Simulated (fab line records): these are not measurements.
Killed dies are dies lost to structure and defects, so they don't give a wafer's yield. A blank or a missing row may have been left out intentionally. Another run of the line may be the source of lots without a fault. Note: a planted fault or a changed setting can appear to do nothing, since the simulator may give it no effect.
Commonality check across tools :: flow berkeleyCmos170 :: 48 wafers sampled across 14 lots

WHY THIS WAS OPENED
On 2 of the 14 lots, a flag is raised at UCB170_V2_CD_MEAS_12 on the reading cdNm. Fault-free wafers read 699.6 nm, with a standard deviation of 1.3.
Rule: a lot gets a flag if all its wafers with a number sit over 4 standard deviations from that mean, or if no wafer of it has a number. As for the other lots, they are considered sound.

lot: L411
measured: day 7 14:07
on: cdSem-01
cdNm (nm), wafer by wafer: 697.8 698.2 698.1
flag: 

lot: L412
measured: day 8 08:13
on: cdSem-01
cdNm (nm), wafer by wafer: 701.5 702.4 701.1
flag: 

lot: L413
measured: day 8 11:53
on: cdSem-01
cdNm (nm), wafer by wafer: 700.0 700.4 698.9
flag: 

lot: L415
measured: day 8 21:34
on: cdSem-02
cdNm (nm), wafer by wafer: 700.4 699.5 699.3
flag: 

lot: L416
measured: day 9 05:40
on: cdSem-02
cdNm (nm), wafer by wafer: 700.4 698.6 697.8
flag: 

lot: L418
measured: day 9 17:59
on: cdSem-01
cdNm (nm), wafer by wafer: 700.6 702.2 699.8
flag: 

lot: L419
measured: day 9 18:01
on: cdSem-02
cdNm (nm), wafer by wafer: 699.0 700.6 698.8
flag: 

lot: L421
measured: day 10 10:28
on: cdSem-02
cdNm (nm), wafer by wafer: 699.2 698.5 698.0
flag: 

lot: L420
measured: day 10 11:02
on: cdSem-01
cdNm (nm), wafer by wafer: 698.3 699.4 697.3
flag: 

lot: L422
measured: day 10 11:05
on: cdSem-02
cdNm (nm), wafer by wafer: 700.1 700.4 700.4
flag: 

lot: L424
measured: day 11 01:44
on: cdSem-02
cdNm (nm), wafer by wafer: 760.1 762.1 761.2 760.4 762.2 761.1
flag: FLAGGED

lot: L430
measured: day 11 23:34
on: cdSem-02
cdNm (nm), wafer by wafer: 700.0 699.5 698.7
flag: 

lot: L432
measured: day 12 02:45
on: cdSem-01
cdNm (nm), wafer by wafer: 759.0 761.2 760.8 759.0 761.2 761.2
flag: FLAGGED

lot: L433
measured: day 12 07:05
on: cdSem-01
cdNm (nm), wafer by wafer: 699.2 699.2 700.2
flag: 
Average over the flagged lots: 760.8 nm; offset from the usual +61.2 nm, equal to +47 standard deviations.

LOT BY LOT: THE TOOL USED
The record holds 2 process steps before the reading, out of a route of 331 steps. Each cell gives the tool, then ch followed by the chambers the sampled wafers passed through, then the start.
lot: L411
flag: 
UCB170_NVT_STRIP_08: plasmaAsher-01 ch 0,1, day 5 11:16
UCB170_V2_SOFTBAKE_08: lithoTrack-01 ch 0, day 7 13:27

lot: L412
flag: 
UCB170_NVT_STRIP_08: plasmaAsher-01 ch 0,1, day 5 21:14
UCB170_V2_SOFTBAKE_08: lithoTrack-01 ch 0, day 8 07:41

lot: L413
flag: 
UCB170_NVT_STRIP_08: plasmaAsher-03 ch 0, day 5 20:55
UCB170_V2_SOFTBAKE_08: lithoTrack-04 ch 0, day 8 11:22

lot: L415
flag: 
UCB170_NVT_STRIP_08: plasmaAsher-03 ch 0,1, day 6 10:01
UCB170_V2_SOFTBAKE_08: lithoTrack-03 ch 0, day 8 20:38

lot: L416
flag: 
UCB170_NVT_STRIP_08: plasmaAsher-02 ch 0,1, day 7 03:10
UCB170_V2_SOFTBAKE_08: lithoTrack-04 ch 0, day 9 04:38

lot: L418
flag: 
UCB170_NVT_STRIP_08: plasmaAsher-03 ch 0,1, day 7 08:01
UCB170_V2_SOFTBAKE_08: lithoTrack-01 ch 0, day 9 16:32

lot: L419
flag: 
UCB170_NVT_STRIP_08: plasmaAsher-03 ch 1, day 7 08:16
UCB170_V2_SOFTBAKE_08: lithoTrack-04 ch 0, day 9 16:43

lot: L421
flag: 
UCB170_NVT_STRIP_08: plasmaAsher-02 ch 0,1, day 8 02:53
UCB170_V2_SOFTBAKE_08: lithoTrack-03 ch 0, day 10 09:19

lot: L420
flag: 
UCB170_NVT_STRIP_08: plasmaAsher-01 ch 0, day 7 22:18
UCB170_V2_SOFTBAKE_08: lithoTrack-04 ch 0, day 10 09:43

lot: L422
flag: 
UCB170_NVT_STRIP_08: plasmaAsher-01 ch 0,1, day 8 03:20
UCB170_V2_SOFTBAKE_08: lithoTrack-01 ch 0, day 10 09:46

lot: L424
flag: FLAGGED
UCB170_NVT_STRIP_08: plasmaAsher-01 ch 0,1, day 8 22:55
UCB170_V2_SOFTBAKE_08: lithoTrack-01 ch 0, day 11 00:40

lot: L430
flag: 
UCB170_NVT_STRIP_08: plasmaAsher-03 ch 0, day 9 23:50
UCB170_V2_SOFTBAKE_08: lithoTrack-04 ch 0, day 11 22:55

lot: L432
flag: FLAGGED
UCB170_NVT_STRIP_08: plasmaAsher-03 ch 0,1, day 10 06:53
UCB170_V2_SOFTBAKE_08: lithoTrack-01 ch 0, day 12 01:55

lot: L433
flag: 
UCB170_NVT_STRIP_08: plasmaAsher-03 ch 0,1, day 10 07:10
UCB170_V2_SOFTBAKE_08: lithoTrack-03 ch 0, day 12 06:26
What the steps here do:
- UCB170_NVT_STRIP_08: strips in O2.
- UCB170_V2_SOFTBAKE_08: time 60 s.
- UCB170_V2_CD_MEAS_12: target cd 700 nm.

FLAGGED AGAINST TOTAL, ONE TOOL AT A TIME (gauges that did the reading follow at the end)
step: UCB170_NVT_STRIP_08
tool: plasmaAsher-01
lots run: 5
flagged: 1
share of the flagged lots: some
sound lots run after its first flagged lot: 0

step: UCB170_NVT_STRIP_08
tool: plasmaAsher-02
lots run: 2
flagged: 0
share of the flagged lots: none
sound lots run after its first flagged lot: -

step: UCB170_NVT_STRIP_08
tool: plasmaAsher-03
lots run: 7
flagged: 1
share of the flagged lots: some
sound lots run after its first flagged lot: 1 (L433)

step: UCB170_V2_SOFTBAKE_08
tool: lithoTrack-01
lots run: 6
flagged: 2
share of the flagged lots: all
sound lots run after its first flagged lot: 0

step: UCB170_V2_SOFTBAKE_08
tool: lithoTrack-03
lots run: 3
flagged: 0
share of the flagged lots: none
sound lots run after its first flagged lot: -

step: UCB170_V2_SOFTBAKE_08
tool: lithoTrack-04
lots run: 5
flagged: 0
share of the flagged lots: none
sound lots run after its first flagged lot: -

step: UCB170_V2_CD_MEAS_12
tool: cdSem-01
lots run: 7
flagged: 1
share of the flagged lots: some
sound lots run after its first flagged lot: 1 (L433)

step: UCB170_V2_CD_MEAS_12
tool: cdSem-02
lots run: 7
flagged: 1
share of the flagged lots: some
sound lots run after its first flagged lot: 1 (L430)

WHAT IS ALLOWED BY THE TABLE
All flagged lots share 1 row of the table, namely lithoTrack-01 at UCB170_V2_SOFTBAKE_08.
- lithoTrack-01 at UCB170_V2_SOFTBAKE_08 ran 6 lots, 2 of them flagged. Its last sound lot is L422 (day 10 09:46), its first flagged lot L424 (day 11 00:40): a fault that began between those two fits. Its own readings (heaterPowerTotalW, plateTempC) fall more than 4 standard deviations out on all wafers of the flagged lots.
lithoTrack-01 at UCB170_V2_SOFTBAKE_08 is the single tool remaining.

WHAT HAD BEEN PUT IN BY THE SIMULATOR
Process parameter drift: lithoTrack-01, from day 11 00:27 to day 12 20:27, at UCB170_V2_SOFTBAKE_08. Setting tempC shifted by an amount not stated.
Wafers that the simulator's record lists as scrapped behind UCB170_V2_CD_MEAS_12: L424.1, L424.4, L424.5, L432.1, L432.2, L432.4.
Lots struck among those shown: L424, L432. The same result came from the rule above.
